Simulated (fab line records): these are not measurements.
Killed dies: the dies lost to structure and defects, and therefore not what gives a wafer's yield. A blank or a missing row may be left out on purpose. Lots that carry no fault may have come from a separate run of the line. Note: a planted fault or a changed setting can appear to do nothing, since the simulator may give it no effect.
What tool caused it? | flow berkeley-cmos170 | Sampling: 6 lots, 18 wafers, 2 of 331 route steps

== WHAT EACH GAUGE READ, for each wafer ==
UCB170_CONTACT_THK_MEAS_02.
lot  | measured     | on            | CONTACT_PSG_THK (nm)
L482 | day 8 05:56  | film-metro-04 | 700 699 696
L483 | day 8 13:28  | film-metro-03 | 698 691 690
L486 | day 9 08:50  | film-metro-01 | 696 702 701
L488 | day 9 08:50  | film-metro-04 | 687 697 697
L492 | day 10 14:17 | film-metro-01 | 705 703 706
L498 | day 11 18:02 | film-metro-04 | 713 708 717

== WHICH TOOL RAN EACH LOT (tool, then ch and the chambers of the sampled wafers, then the start) ==
lot  | UCB170_ACTIVE_ETCH_15
L482 | rie-diel-02 ch 1,3, day 5 03:11
L483 | rie-diel-04 ch 1,3, day 5 15:36
L486 | rie-diel-03 ch 0,2,3, day 6 02:58
L488 | rie-diel-03 ch 0,2,3, day 6 03:31
L492 | rie-diel-02 ch 1,2, day 7 12:35
L498 | rie-diel-03 ch 1,2,3, day 8 18:35
- UCB170_ACTIVE_ETCH_15: etches Si3N4 in CH3F/Ar/O2, stops on SiO2, target depth 242 nm, time 151 s.

== THE ANSWER, worked out from the rows above alone ==
Rule: the usual values come from the lots themselves. The widest of any qualifying gaps counts: lots, ordered by their means at a reading, are off when they make up no more than a third of the lots, leave a main group of 4 or more, and stand apart from it by 3 or more times the standard deviation of that group's means. A main group whose means are all the same, to the digits that the tables above print for the reading, isn't used. A lot without any number at a reading at which 4 lots or more have one is off too. All remaining lots with rows at the step are treated as sound.
None of the lots is off at any reading shown; this tells nothing.

== WHAT HAD BEEN PUT IN BY THE SIMULATOR ==
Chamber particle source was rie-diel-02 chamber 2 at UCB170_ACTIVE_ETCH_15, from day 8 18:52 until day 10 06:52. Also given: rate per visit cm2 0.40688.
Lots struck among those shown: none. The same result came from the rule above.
